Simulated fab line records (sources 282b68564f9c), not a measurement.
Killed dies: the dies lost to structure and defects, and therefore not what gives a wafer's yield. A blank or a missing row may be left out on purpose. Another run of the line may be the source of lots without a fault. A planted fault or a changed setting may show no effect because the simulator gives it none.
Shared-tool check ; flow ritCmos ; 39 wafers sampled across 13 lots

WHAT PROMPTED THE OPENING
At RIT_ACTIVE_CD_MEAS_11 the reading cdNm is flagged on 1 of 13 lots. No-fault wafers: 1400.3 nm, standard deviation 2.2.
Rule: flag the lot when none of its wafers has a number, or when each of its wafers that has one lies beyond 4 standard deviations from that mean. The rest of the lots are taken to be sound.

lot;measured;on;cdNm (nm), wafer by wafer;flag
L251;day 1 14:45;cdSem-02;1399.5 1399.5 1401.5;
L253;day 2 01:41;cdSem-01;1402.9 1402.8 1403.0;
L255;day 2 10:29;cdSem-02;1546.4 1548.9 1547.0;FLAGGED
L256;day 2 17:10;cdSem-01;1397.9 1397.1 1400.4;
L257;day 2 21:55;cdSem-02;1398.0 1400.2 1400.3;
L261;day 3 17:08;cdSem-01;1399.0 1399.6 1400.2;
L265;day 4 15:49;cdSem-01;1402.2 1402.6 1404.8;
L266;day 4 18:17;cdSem-01;1402.0 1402.1 1403.0;
L268;day 5 05:13;cdSem-01;1401.2 1399.4 1400.2;
L269;day 5 08:35;cdSem-01;1401.2 1398.8 1401.9;
L270;day 5 16:19;cdSem-01;1395.3 1399.1 1397.6;
L272;day 6 01:58;cdSem-01;1397.4 1397.8 1396.2;
L273;day 6 08:17;cdSem-01;1397.2 1398.3 1397.7;
Average over the flagged lots: 1547.4 nm; offset from the usual +147.1 nm, equal to +67 standard deviations.

LOT BY LOT: THE TOOL USED
The record keeps 1 process step preceding the reading, out of 202 steps on the route. Cell contents, in order: the tool; ch with the chambers the sampled wafers went through; the start.
lot;flag;RIT_ACTIVE_EXPOSE_08
L251;;ilineStepper-01 ch 0, day 1 14:21
L253;;ilineStepper-01 ch 0, day 2 01:17
L255;FLAGGED;ilineStepper-02 ch 0, day 2 10:05
L256;;ilineStepper-01 ch 0, day 2 16:46
L257;;ilineStepper-02 ch 0, day 2 21:31
L261;;ilineStepper-02 ch 0, day 3 16:34
L265;;ilineStepper-02 ch 0, day 4 15:25
L266;;ilineStepper-02 ch 0, day 4 17:53
L268;;ilineStepper-02 ch 0, day 5 04:49
L269;;ilineStepper-01 ch 0, day 5 08:11
L270;;ilineStepper-02 ch 0, day 5 15:55
L272;;ilineStepper-01 ch 0, day 6 01:34
L273;;ilineStepper-01 ch 0, day 6 07:53
What the steps here do:
- RIT_ACTIVE_EXPOSE_08: exposes mask M1, target cd 1400 nm.
- RIT_ACTIVE_CD_MEAS_11: target cd 1400 nm.

FLAGGED AGAINST TOTAL, ONE TOOL AT A TIME (gauges that did the reading follow at the end)
step;tool;lots run;flagged;share of the flagged lots;sound lots run after its first flagged lot
RIT_ACTIVE_EXPOSE_08;ilineStepper-01;6;0;none;-
RIT_ACTIVE_EXPOSE_08;ilineStepper-02;7;1;all;6 (L257,L261,L265,L266,L268,L270)
RIT_ACTIVE_CD_MEAS_11;cdSem-01;10;0;none;-
RIT_ACTIVE_CD_MEAS_11;cdSem-02;3;1;all;1 (L257)

THE TABLE: WHAT IT ALLOWS
In 2 table rows, all flagged lots were run: ilineStepper-02 (RIT_ACTIVE_EXPOSE_08), cdSem-02 (RIT_ACTIVE_CD_MEAS_11).
- ilineStepper-02 at RIT_ACTIVE_EXPOSE_08 ran 7 lots, 1 of them flagged. Sound lots ran on it after the first flagged one (L257, L261, L265, L266, L268, L270), which a lasting fault on the whole tool wouldn't allow.
- cdSem-02 at RIT_ACTIVE_CD_MEAS_11 ran 3 lots, 1 of them flagged. Sound lots ran on it after the first flagged one (L257), which a lasting fault on the whole tool wouldn't allow.
Not one row of the table ran every flagged lot while running no sound lot after the first.

WHAT THE SIMULATOR HAD PUT IN
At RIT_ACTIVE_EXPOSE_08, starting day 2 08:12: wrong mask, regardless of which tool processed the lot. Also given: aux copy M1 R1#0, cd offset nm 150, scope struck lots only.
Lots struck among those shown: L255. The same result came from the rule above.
